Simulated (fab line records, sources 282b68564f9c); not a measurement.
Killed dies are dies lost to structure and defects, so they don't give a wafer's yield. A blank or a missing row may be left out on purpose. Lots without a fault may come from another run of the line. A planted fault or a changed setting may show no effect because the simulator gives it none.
fab line records | flow rit_cmos
record lots=6 wafers=18 last_day=6
route steps=202 shown PLDD@116 SPACER@125 NSD@131 PSD@142 SDANNEAL@153 M1@202
lots that met no fault: from a run of the same line without faults
start_h: hours from the record's first day to the start of the lot's first wafer shown | wait_h: hours since the lot's step before | " the same as in the row above | L1.1+2: a row that stands for several wafers | - no value, or no start given | * or withheld: withheld | < > ~ a bound
route shown NAME@n: a module of which the file shows steps, and the number in the route of the first | usual: mean/standard deviation of fault-free wafers | same: alike in all rows | chamber/n: place in a boat | sites: the reading at each site | _std_site: their standard deviation | _edge_site: outer sites' mean less inner sites' | radius_mm: how far each site lies from the wafer's centre | mask NAME#n: copy n | behind: the tool/chamber that last shaped the wafer | hold: why the lot was held/for how many hours/how that ended | device: the transistor (n, p or np) that didn't switch | end of line: the same wafers' tests at the end of the route | a step without rows: its recipe alone | killed: dies lost to structure and defects at the first sort, not the wafer's yield | map: a wafer's dies, x killed, . not, _ none there
set.NAME: the setting as run; set.NAME@STEP: as run at that earlier step | model.NAME: the simulator's own value behind a step, which no gauge read
lots at some steps of the route; a table a step, a row a wafer
services: from which hour (start_h, from the record's first day; less than 0 if before it) a tool's chamber was out of use, for how many hours, and why
## steps
# step RIT_PLDD_SOFTBAKE_02
# recipe resist=NOVOLAK temp_c=90 time_s=60
# step RIT_PLDD_EXPOSE_03
# recipe mask_id=M8 na=0.57 target_cd_nm=40900 dose_mj=250
# step RIT_PLDD_PEB_04
# recipe resist=NOVOLAK temp_c=withheld time_s=withheld
# step RIT_PLDD_DEVELOP_05
# recipe resist=NOVOLAK develop_time_s=50 dev_temp_c=23
# step RIT_PLDD_OVL_MEAS_06
# usual PLDD_OVL=-1.3/1.5
# columns lot.wafer tool chamber start_h wait_h PLDD_OVL[nm]
L592.3 overlay-02 - 57.52 - -0.6
L592.4 " - " " -0.1
L592.6 " - " " -1.2
L593.1 overlay-02 - 62.27 - -2.5
L593.5 " - " " -0.2
L593.6 " - " " -1.1
L599.1 overlay-02 - 93.20 - -1.0
L599.3 " - " " 1.0
L599.4 " - " " 1.3
L601.3 overlay-02 - 106.38 - 1.1
L601.4 " - " " -1.4
L601.6 " - " " -0.9
L602.1 overlay-01 - 111.95 - 0.4
L602.5 " - " " -2.8
L602.6 " - " " -1.8
L604.1 overlay-01 - 119.41 - -5.2
L604.2 " - " " -3.2
L604.4 " - " " -4.6
# step RIT_PLDD_HARDBAKE_07
# recipe resist=NOVOLAK temp_c=140 time_s=60
# step RIT_PLDD_IMPLANT_08
# recipe species=BF2 energy_kev=20 dose_cm2=9e+14 tilt_deg=7
# step RIT_PLDD_STRIP_09
# recipe chemistry=O2 time_s=180 resist=NOVOLAK platen_temp_c=withheld power_w=500 pressure_mtorr=4000 o2_flow_sccm=4000
# usual chamber_pressure_mTorr=4000/3.6 drypump_motor_current_A=5.5/0.48
# columns lot.wafer tool chamber start_h wait_h chamber_pressure_mTorr drypump_motor_current_A rf_hours_counter_h
L592.3 plasma_asher-04 0 58.00 0.1 3998 6.1 -
L592.4 " 1 " " 4005 5.4 -
L592.6 " 0 " " 4000 6.0 -
L593.1 plasma_asher-01 1 62.61 0.1 4000 5.7 43
L593.5 " 0 " " 3999 4.8 -
L593.6 " 1 " " 3997 5.8 -
L599.1 plasma_asher-01 1 93.53 0.1 4004 5.7 47
L599.3 " 1 " " 3999 5.8 -
L599.4 " 0 " " 3999 4.8 -
L601.3 plasma_asher-03 0 106.77 0.1 3996 5.0 -
L601.4 " 1 " " 4002 6.1 -
L601.6 " 1 " " 3999 6.1 -
L602.1 plasma_asher-04 0 112.37 0.1 4009 6.0 33
L602.5 " 1 " " 3993 5.4 -
L602.6 " 0 " " 3995 6.0 -
L604.1 plasma_asher-03 0 119.74 0.1 4002 5.0 45
L604.2 " 1 " " 3998 6.1 45
L604.4 " 0 " " 3998 5.0 -
# step RIT_PLDD_TW_MEAS_10
# usual PLDD_TW=2348/15
# columns lot.wafer tool chamber start_h wait_h PLDD_TW
L592.3 film_metro-03 - 58.13 0.1 2355
L592.4 " - " " 2362
L592.6 " - " " 2356
L593.1 film_metro-01 - 62.78 0.1 2363
L593.5 " - " " 2360
L593.6 " - " " 2370
L599.1 film_metro-01 - 93.71 0.1 2348
L599.3 " - " " 2375
L599.4 " - " " 2348
L601.3 film_metro-02 - 106.90 0.1 2311
L601.4 " - " " 2314
L601.6 " - " " 2321
L602.1 film_metro-03 - 112.54 0.1 2346
L602.5 " - " " 2346
L602.6 " - " " 2350
L604.1 film_metro-01 - 119.92 0.1 2364
L604.2 " - " " 2362
L604.4 " - " " 2372
# step RIT_SPACER_CLEAN_00
# recipe chemistry=SC1 mix=3:3:50 time_s=600 temp_c=75
# step RIT_SPACER_CLEAN_01
# recipe chemistry=dHF dilution=50:1 time_s=28.92
# step RIT_SPACER_CLEAN_02
# recipe chemistry=SC2 mix=3:3:50 time_s=600 temp_c=75 dry=n2_spin
# step RIT_SPACER_CVD_03
# recipe material=Si3N4 target_thk_nm=250 temp_c=810 precursor=SiH2Cl2/NH3 time_s=3300 pressure_mtorr=300 sih2cl2_flow_sccm=60 nh3_flow_sccm=150
# usual pressure_mtorr=300.1/0.6 spike_tc_centre_C=812.4/1.1
# columns lot.wafer tool chamber start_h wait_h pressure_mtorr spike_tc_centre_C
L592.3 lpcvd-02 0 58.57 0.0 299.6 812.4
L592.4 " 0 " " 300.0 813.5
L592.6 " 0 " " 299.8 812.8
L593.1 lpcvd-01 0 63.21 0.0 299.2 811.1
L593.5 " 0 " " 299.2 812.4
L593.6 " 0 " " 299.8 813.2
L599.1 lpcvd-01 1 94.18 0.0 298.2 813.0
L599.3 " 1 " " 298.5 812.7
L599.4 " 1 " " 299.3 813.0
L601.3 lpcvd-01 1 107.52 0.0 300.5 813.1
L601.4 " 1 " " 299.4 810.3
L601.6 " 1 " " 300.2 811.2
L602.1 lpcvd-02 0 112.97 0.0 299.7 812.0
L602.5 " 0 " " 299.6 812.5
L602.6 " 0 " " 300.0 814.0
L604.1 lpcvd-02 0 120.35 0.0 301.3 813.5
L604.2 " 0 " " 299.9 814.9
L604.4 " 0 " " 299.8 810.5
# step RIT_SPACER_THK_MEAS_04
# recipe reads=Si3N4_of_SPACER_CVD_03
# usual SPACER_NITRIDE_THK=249.2/2.6
# columns lot.wafer tool chamber start_h wait_h SPACER_NITRIDE_THK[nm]
L592.3 film_metro-01 - 60.51 0.0 245.1
L592.4 " - " " 243.2
L592.6 " - " " 242.7
L593.1 film_metro-01 - 65.13 0.0 249.7
L593.5 " - " " 249.4
L593.6 " - " " 251.1
L599.1 film_metro-04 - 96.10 0.0 253.4
L599.3 " - " " 252.8
L599.4 " - " " 251.5
L601.3 film_metro-02 - 109.45 0.0 250.9
L601.4 " - " " 251.3
L601.6 " - " " 251.1
L602.1 film_metro-01 - 114.89 0.0 247.4
L602.5 " - " " 247.6
L602.6 " - " " 247.3
L604.1 film_metro-01 - 122.26 0.0 250.0
L604.2 " - " " 248.4
L604.4 " - " " 247.9
# step RIT_SPACER_ETCHBACK_05
# recipe target_depth_a=2500 SF6_flow_sccm=30 CHF3_flow_sccm=30 target=Si3N4 chemistry=SF6/CHF3 pressure_mtorr=40 rf_w=250 time_s=240 stop_on=SiO2
# usual chamber_pressure_mTorr=40.00/0.036 drypump_motor_current_A=5.7/0.32 oes_product_au=0.839/0.012 rf_fwd_power_W=249.5/0.97 throttle_valve_pct=10.27/0.12
# columns lot.wafer tool chamber start_h wait_h chamber_pressure_mTorr drypump_motor_current_A oes_product_au rf_fwd_power_W rf_hours_counter_h throttle_valve_pct
L592.3 rie_diel-02 3 60.55 0.0 40.01 5.6 0.827 249.9 3 10.30
L592.4 " 2 " " 39.98 5.4 0.833 251.0 - 10.30
L592.6 " 3 " " 39.92 5.5 0.825 250.2 - 10.29
L593.1 rie_diel-04 0 65.19 0.1 39.99 5.3 0.837 249.6 130 10.37
L593.5 " 3 " " 40.03 6.1 0.844 251.4 - 10.06
L593.6 " 1 " " 39.97 5.7 0.862 251.3 - 10.30
L599.1 rie_diel-02 3 96.16 0.1 40.02 5.5 0.849 249.0 3 10.29
L599.3 " 0 " " 39.99 5.6 0.854 250.8 132 10.22
L599.4 " 2 " " 39.96 5.4 0.843 249.4 3 10.32
L601.3 rie_diel-02 0 109.49 0.0 39.95 5.6 0.849 248.9 132 10.22
L601.4 " 1 " " 39.99 6.1 0.840 250.2 6 10.16
L601.6 " 1 " " 39.99 6.1 0.831 250.2 - 10.17
L602.1 rie_diel-02 3 114.95 0.1 39.95 5.5 0.827 250.1 4 10.31
L602.5 " 3 " " 40.00 5.5 0.839 251.2 - 10.31
L602.6 " 2 " " 40.03 5.4 0.838 251.3 - 10.32
L604.1 rie_diel-01 1 122.32 0.1 39.91 5.7 0.839 247.0 153 10.34
L604.2 " 0 " " 39.97 6.4 0.832 250.5 68 10.31
L604.4 " 3 " " 39.99 6.1 0.819 248.0 69 10.00
# step RIT_NSD_HMDS_00
# recipe prime_time_s=60 prime_temp_c=140
# step RIT_NSD_COAT_01
# recipe resist=NOVOLAK spin_rpm=3250 resist_thk_nm=1000
# step RIT_NSD_SOFTBAKE_02
# recipe resist=NOVOLAK temp_c=90 time_s=60
# step RIT_NSD_EXPOSE_03
# recipe mask_id=M9 na=0.57 target_cd_nm=40700 dose_mj=250
# step RIT_NSD_PEB_04
# recipe resist=NOVOLAK temp_c=withheld time_s=withheld
# step RIT_NSD_DEVELOP_05
# recipe resist=NOVOLAK develop_time_s=50 dev_temp_c=23
# step RIT_NSD_OVL_MEAS_06
# usual NSD_OVL=0.5/1.5
# columns lot.wafer tool chamber start_h wait_h NSD_OVL[nm]
L592.3 overlay-02 - 61.71 - 0.4
L592.4 " - " " -0.4
L592.6 " - " " -0.6
L593.1 overlay-01 - 66.23 - 1.9
L593.5 " - " " 1.8
L593.6 " - " " 1.0
L599.1 overlay-02 - 97.28 - 1.8
L599.3 " - " " -0.6
L599.4 " - " " 2.2
L601.3 overlay-02 - 110.66 - 1.8
L601.4 " - " " 3.5
L601.6 " - " " 1.1
L602.1 overlay-01 - 116.16 - 0.2
L602.5 " - " " 3.0
L602.6 " - " " -0.6
L604.1 overlay-01 - 123.32 - -1.1
L604.2 " - " " -0.4
L604.4 " - " " 1.7
# step RIT_NSD_HARDBAKE_07
# recipe resist=NOVOLAK temp_c=139.2 time_s=60
# step RIT_NSD_IMPLANT_08
# recipe species=P energy_kev=25 dose_cm2=1e+15 tilt_deg=7
# step RIT_NSD_STRIP_09
# recipe chemistry=O2 time_s=180 resist=NOVOLAK platen_temp_c=withheld power_w=500 pressure_mtorr=4000 o2_flow_sccm=4000
# usual chamber_pressure_mTorr=4000/3.9 drypump_motor_current_A=5.6/0.47
# columns lot.wafer tool chamber start_h wait_h chamber_pressure_mTorr drypump_motor_current_A rf_hours_counter_h
L592.3 plasma_asher-02 0 62.09 0.1 4004 5.2 -
L592.4 " 1 " " 4000 6.2 -
L592.6 " 0 " " 4002 5.2 -
L593.1 plasma_asher-02 1 66.56 0.1 3998 6.2 43
L593.5 " 0 " " 3997 5.2 -
L593.6 " 1 " " 3998 6.2 -
L599.1 plasma_asher-04 0 97.62 0.1 4000 6.0 32
L599.3 " 0 " " 3998 6.0 -
L599.4 " 1 " " 4003 5.4 -
L601.3 plasma_asher-01 1 111.04 0.1 4000 5.7 -
L601.4 " 0 " " 3998 4.8 -
L601.6 " 0 " " 4003 4.8 -
L602.1 plasma_asher-04 1 116.50 0.1 4004 5.4 34
L602.5 " 1 " " 4000 5.4 -
L602.6 " 0 " " 4008 6.1 -
L604.1 plasma_asher-02 0 123.66 0.1 4001 5.2 0
L604.2 " 1 " " 4002 6.2 0
L604.4 " 1 " " 4004 6.2 -
# step RIT_NSD_TW_MEAS_10
# usual NSD_TW=3117/22
# columns lot.wafer tool chamber start_h wait_h NSD_TW
L592.3 film_metro-03 - 62.23 0.1 3148
L592.4 " - " " 3117
L592.6 " - " " 3137
L593.1 film_metro-02 - 66.74 0.1 3129
L593.5 " - " " 3131
L593.6 " - " " 3124
L599.1 film_metro-01 - 97.80 0.1 3155
L599.3 " - " " 3148
L599.4 " - " " 3160
L601.3 film_metro-02 - 111.18 0.1 3066
L601.4 " - " " 3079
L601.6 " - " " 3076
L602.1 film_metro-02 - 116.67 0.1 3086
L602.5 " - " " 3085
L602.6 " - " " 3082
L604.1 film_metro-03 - 123.83 0.1 3125
L604.2 " - " " 3117
L604.4 " - " " 3094
# step RIT_PSD_HMDS_00
# recipe prime_time_s=60 prime_temp_c=140
# step RIT_PSD_COAT_01
# recipe resist=NOVOLAK spin_rpm=3250 resist_thk_nm=1000
# step RIT_PSD_SOFTBAKE_02
# recipe resist=NOVOLAK temp_c=90 time_s=60
# step RIT_PSD_EXPOSE_03
# recipe mask_id=M10 na=0.57 target_cd_nm=40900 dose_mj=250
# step RIT_PSD_PEB_04
# recipe resist=NOVOLAK temp_c=withheld time_s=withheld
# step RIT_PSD_DEVELOP_05
# recipe resist=NOVOLAK develop_time_s=50 dev_temp_c=23
# step RIT_PSD_OVL_MEAS_06
# usual PSD_OVL=-0.3/1.3
# columns lot.wafer tool chamber start_h wait_h PSD_OVL[nm]
L592.3 overlay-01 - 63.13 - -1.0
L592.4 " - " " 0.6
L592.6 " - " " -0.3
L593.1 overlay-01 - 67.77 - -0.9
L593.5 " - " " -2.4
L593.6 " - " " 0.6
L599.1 overlay-02 - 98.83 - -1.5
L599.3 " - " " -1.1
L599.4 " - " " -0.6
L601.3 overlay-02 - 112.08 - -0.1
L601.4 " - " " -0.6
L601.6 " - " " -1.4
L602.1 overlay-01 - 117.61 - 2.3
L602.5 " - " " 0.7
L602.6 " - " " -0.2
L604.1 overlay-02 - 124.87 - 1.9
L604.2 " - " " 1.3
L604.4 " - " " 1.9
# step RIT_PSD_HARDBAKE_07
# recipe resist=NOVOLAK temp_c=140 time_s=60
# step RIT_PSD_IMPLANT_08
# recipe species=BF2 energy_kev=27 dose_cm2=5e+15 tilt_deg=7
# step RIT_PSD_STRIP_09
# recipe chemistry=O2 time_s=180 resist=NOVOLAK platen_temp_c=withheld power_w=500 pressure_mtorr=4000 o2_flow_sccm=4000
# usual chamber_pressure_mTorr=4000/3.4 drypump_motor_current_A=5.6/0.47
# columns lot.wafer tool chamber start_h wait_h chamber_pressure_mTorr drypump_motor_current_A rf_hours_counter_h
L592.3 plasma_asher-04 0 63.52 0.1 3997 6.0 -
L592.4 " 1 " " 4000 5.4 -
L592.6 " 1 " " 3998 5.4 -
L593.1 plasma_asher-04 0 68.11 0.1 4005 6.0 28
L593.5 " 1 " " 3996 5.4 -
L593.6 " 0 " " 3991 6.0 -
L599.1 plasma_asher-04 1 99.17 0.1 4000 5.4 32
L599.3 " 1 " " 4002 5.4 -
L599.4 " 0 " " 3997 6.0 -
L601.3 plasma_asher-03 0 112.58 0.1 4003 5.0 -
L601.4 " 1 " " 3995 6.1 -
L601.6 " 1 " " 3994 6.1 -
L602.1 plasma_asher-04 1 118.17 0.1 4000 5.4 34
L602.5 " 0 " " 3988 6.0 -
L602.6 " 1 " " 4001 5.4 -
L604.1 plasma_asher-03 0 125.20 0.1 4002 5.0 45
L604.2 " 1 " " 4002 6.1 45
L604.4 " 0 " " 3997 5.0 -
# step RIT_PSD_TW_MEAS_10
# usual PSD_TW=3427/23
# columns lot.wafer tool chamber start_h wait_h PSD_TW
L592.3 film_metro-01 - 63.65 0.1 3463
L592.4 " - " " 3463
L592.6 " - " " 3449
L593.1 film_metro-02 - 68.28 0.1 3456
L593.5 " - " " 3461
L593.6 " - " " 3450
L599.1 film_metro-03 - 99.34 0.1 3419
L599.3 " - " " 3435
L599.4 " - " " 3429
L601.3 film_metro-02 - 112.71 0.1 3393
L601.4 " - " " 3370
L601.6 " - " " 3387
L602.1 film_metro-01 - 118.35 0.1 3455
L602.5 " - " " 3442
L602.6 " - " " 3452
L604.1 film_metro-01 - 125.38 0.1 3435
L604.2 " - " " 3427
L604.4 " - " " 3452
# step RIT_SDANNEAL_CLEAN_00
# recipe chemistry=SC1 mix=3:3:50 time_s=600 temp_c=75
# step RIT_SDANNEAL_CLEAN_01
# recipe chemistry=dHF dilution=50:1 time_s=30
# step RIT_SDANNEAL_CLEAN_02
# recipe chemistry=SC2 mix=3:3:50 time_s=600 temp_c=75 dry=n2_spin
# step RIT_SDANNEAL_RTA_03
# recipe temp_c=1050 time_s=5 idle_temp_c=600 ramp_up_c_per_s=342 ramp_down_c_per_s=171 cool_to_c=600 ambient=N2
# usual wafer_temp_C_max=1053.6/1.2
# columns lot.wafer tool chamber start_h wait_h wafer_temp_C_max
L592.3 rtp_anneal-02 0 64.10 0.0 1053.9
L592.4 " 0 " " 1054.6
L592.6 " 0 " " 1053.0
L593.1 rtp_anneal-01 0 68.72 0.0 1054.4
L593.5 " 0 " " 1054.3
L593.6 " 0 " " 1053.0
L599.1 rtp_anneal-01 0 99.78 0.0 1053.5
L599.3 " 0 " " 1052.9
L599.4 " 0 " " 1054.8
L601.3 rtp_anneal-01 0 113.14 0.0 1053.6
L601.4 " 0 " " 1054.4
L601.6 " 0 " " 1055.6
L602.1 rtp_anneal-02 0 118.82 0.0 1053.2
L602.5 " 0 " " 1054.8
L602.6 " 0 " " 1054.1
L604.1 rtp_anneal-02 0 125.84 0.0 1052.4
L604.2 " 0 " " 1052.2
L604.4 " 0 " " 1053.8
# step RIT_SDANNEAL_RS_MEAS_04
# recipe thk_meas_gauge=four-point-probe
# usual PSD_RS=115.9/0.36
# columns lot.wafer tool chamber start_h wait_h PSD_RS[ohm/sq]
L592.3 film_metro-01 - 64.22 0.1 116.0
L592.4 " - " " 116.0
L592.6 " - " " 116.2
L593.1 film_metro-01 - 68.78 0.0 116.1
L593.5 " - " " 115.8
L593.6 " - " " 115.5
L599.1 film_metro-02 - 99.84 0.0 115.4
L599.3 " - " " 115.4
L599.4 " - " " 115.6
L601.3 film_metro-02 - 113.22 0.1 116.1
L601.4 " - " " 115.6
L601.6 " - " " 115.6
L602.1 film_metro-03 - 118.88 0.0 115.8
L602.5 " - " " 116.2
L602.6 " - " " 116.0
L604.1 film_metro-03 - 125.90 0.0 115.7
L604.2 " - " " 116.1
L604.4 " - " " 115.7
# step RIT_M1_PROBE_99
# usual killed_at_contacts=0.1/0.36 killed_at_front_end=7.2/2.9 killed_dies=7.4/2.9 killed_on_rim=2.0/1.5 killed_open=3.8/2 killed_short=3.5/2
# same gross_dies=264 killed_at_M0_to_M3=0 killed_at_M4_up=0 killed_at_back_side=0 killed_at_other=0
# columns lot.wafer tool chamber start_h wait_h killed_at_contacts killed_at_front_end killed_dies killed_on_rim killed_open killed_short
L592.3 prober-01 - 72.00 0.2 0 4 4 1 4 0
L592.4 prober-01 - 72.05 0.2 0 6 6 3 3 3
L592.6 prober-01 - 72.15 0.2 0 8 8 4 5 3
L593.1 prober-02 - 76.39 0.1 0 8 8 1 1 7
L593.5 prober-02 - 76.59 0.2 0 4 4 1 1 3
L593.6 prober-02 - 76.64 0.2 0 6 6 1 4 2
L599.1 prober-02 - 107.50 0.1 0 14 14 8 5 3
L599.3 prober-02 - 107.60 0.2 0 9 9 6 2 1
L599.4 prober-02 - 107.65 0.2 0 12 12 7 4 1
L601.3 prober-01 - 120.77 0.2 0 14 14 10 2 4
L601.4 prober-01 - 120.82 0.2 0 15 15 10 5 3
L601.6 prober-01 - 120.92 0.2 1 15 16 10 3 5
L602.1 prober-02 - 126.59 0.1 0 10 10 6 4 6
L602.5 prober-02 - 126.79 0.2 0 15 15 1 10 5
L602.6 prober-02 - 126.84 0.2 0 7 7 2 4 3
L604.1 prober-02 - 133.25 0.1 0 5 5 2 1 4
L604.2 prober-02 - 133.30 0.1 1 6 7 2 2 5
L604.4 prober-02 - 133.40 0.2 1 12 13 1 6 7
# killed by level:class
L592.3 REOX:geometric_particle:open=2 SPACER:geometric_particle:open=2
L592.4 FOX1:geometric_particle:short=1 FOX1:geometric_particle:open=1 REOX:geometric_particle:short=1 REOX:geometric_particle:open=1 SPACER:geometric_particle:short=1 SILICIDE:geometric_particle:open=1
L592.6 FOX1:geometric_particle:short=1 FOX1:geometric_particle:open=1 FOX2:geometric_particle:open=1 FOX2:geometric_particle:short=1 GATE:geometric_particle:open=1 SPACER:geometric_particle:open=1 SPACER:geometric_particle:short=1 SILICIDE:geometric_particle:open=1
L593.1 GATE:geometric_particle:short=5 FOX1:geometric_particle:short=1 FOX2:geometric_particle:short=1 SILICIDE:geometric_particle:open=1
L593.5 GATE:geometric_particle:open=1 GATE:geometric_particle:short=1 REOX:geometric_particle:short=1 SILICIDE:geometric_particle:short=1
L593.6 SPACER:geometric_particle:open=3 FOX2:geometric_particle:open=1 GATE:geometric_particle:short=1 SPACER:geometric_particle:short=1
L599.1 SPACER:unspecified=6 GATE:geometric_particle:open=3 FOX1:geometric_particle:open=2 GATE:geometric_particle:short=2 FOX2:geometric_particle:short=1
L599.3 SPACER:unspecified=6 FOX1:geometric_particle:open=1 FOX1:geometric_particle:short=1 REOX:geometric_particle:open=1
L599.4 SPACER:unspecified=7 FOX1:geometric_particle:open=2 REOX:geometric_particle:short=1 REOX:geometric_particle:open=1 SILICIDE:geometric_particle:open=1
L601.3 SPACER:unspecified=8 FOX1:geometric_particle:open=2 REOX:geometric_particle:short=2 FOX2:geometric_particle:short=1 GATE:geometric_particle:short=1
L601.4 SPACER:unspecified=7 GATE:geometric_particle:open=3 GATE:geometric_particle:short=2 FOX1:geometric_particle:open=1 SPACER:geometric_particle:open=1 SILICIDE:geometric_particle:short=1
L601.6 SPACER:unspecified=8 FOX1:geometric_particle:short=3 FOX2:geometric_particle:open=1 GATE:geometric_particle:open=1 GATE:geometric_particle:short=1 REOX:geometric_particle:open=1 CONTACT:geometric_particle:short=1
L602.1 GATE:geometric_particle:short=4 SILICIDE:geometric_particle:open=2 SILICIDE:geometric_particle:short=2 GATE:geometric_particle:open=1 SPACER:geometric_particle:open=1
L602.5 SILICIDE:geometric_particle:open=4 FOX2:geometric_particle:short=3 SPACER:geometric_particle:open=3 GATE:geometric_particle:open=2 FOX2:geometric_particle:open=1 GATE:geometric_particle:short=1 SPACER:geometric_particle:short=1
L602.6 GATE:geometric_particle:open=3 FOX1:geometric_particle:short=1 FOX2:geometric_particle:open=1 GATE:geometric_particle:short=1 REOX:geometric_particle:short=1
L604.1 FOX2:geometric_particle:short=2 GATE:geometric_particle:open=1 GATE:geometric_particle:short=1 SPACER:geometric_particle:short=1
L604.2 FOX1:geometric_particle:short=2 FOX1:geometric_particle:open=1 FOX2:geometric_particle:short=1 REOX:geometric_particle:open=1 SPACER:geometric_particle:short=1 CONTACT:geometric_particle:short=1
L604.4 GATE:geometric_particle:short=3 GATE:geometric_particle:open=2 SPACER:geometric_particle:open=2 FOX1:geometric_particle:short=1 REOX:geometric_particle:open=1 SPACER:geometric_particle:short=1 SILICIDE:geometric_particle:short=1 SILICIDE:geometric_particle:open=1
# map L599.1 (x killed, . not)
________....x.._______
_____.............____
____...............___
___.................__
__..................._
__..................._
_....x........xx......
_x....................
_.....................
_.....................
__..................._
__.............x....._
___.................__
____..x.........x..___
_____xxxx.........____
________xx....._______
# map L601.6 (x killed, . not)
________....x.._______
_____.............____
____.......x.......___
___.................__
__..................._
__..................._
_.x.........x.........
_x..x.x...............
_.................x...
_.....................
__..................._
__..................._
___.................__
____...x...........___
_____xxxx.........____
________xxx...._______
## services
# columns tool chamber start_h hours kind
rie_diel-01 - 45.93 3.2 repair
rie_diel-02 1 46.16 14.7 repair
plasma_asher-04 - 46.32 3.4 repair
plasma_asher-03 - 62.75 3.1 repair
rie_diel-04 2 63.13 7.9 repair
plasma_asher-03 - 66.82 15.6 pm
rie_diel-02 0 73.09 12.9 repair
rie_diel-04 1 89.77 16.7 repair
rie_diel-01 2 101.06 17.1 repair
plasma_asher-02 - 107.56 3.9 repair
plasma_asher-04 - 108.75 1.5 repair
plasma_asher-02 - 111.42 9.0 pm
plasma_asher-02 0 111.42 9.0 vent_cycle
plasma_asher-02 1 111.42 9.0 vent_cycle
plasma_asher-02 0 120.42 - clean
plasma_asher-02 1 120.42 - clean
## key
first_sign step=RIT_M1_PROBE_99 reading=killed_at_front_end direction=up sigmas=2 usual=7.2 struck=13.2
effect step=RIT_M1_PROBE_99 reading=killed_dies direction=up sigmas=2 usual=7.4 struck=13.3
met_at RIT_SPACER_CVD_03
struck_wafers L599.1,L599.3,L599.4,L601.3,L601.4,L601.6
tester_left_out L599,L601
also_fits RIT_SDANNEAL_RTA_03:rtp_anneal-01
fault kind=chamber_particle_source tool=lpcvd-01 chamber=1 onset_h=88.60 steps=RIT_SPACER_CVD_03 rate_per_visit_cm2=1.8969 end_h=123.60
# tester_left_out: of these lots the tester's yield and bins aren't shown, on N5 and GAA mostly nor the transistor test; their killed dies are dies lost to structure and defects alone, not to doping, threshold or leakage, so they don't give the yield
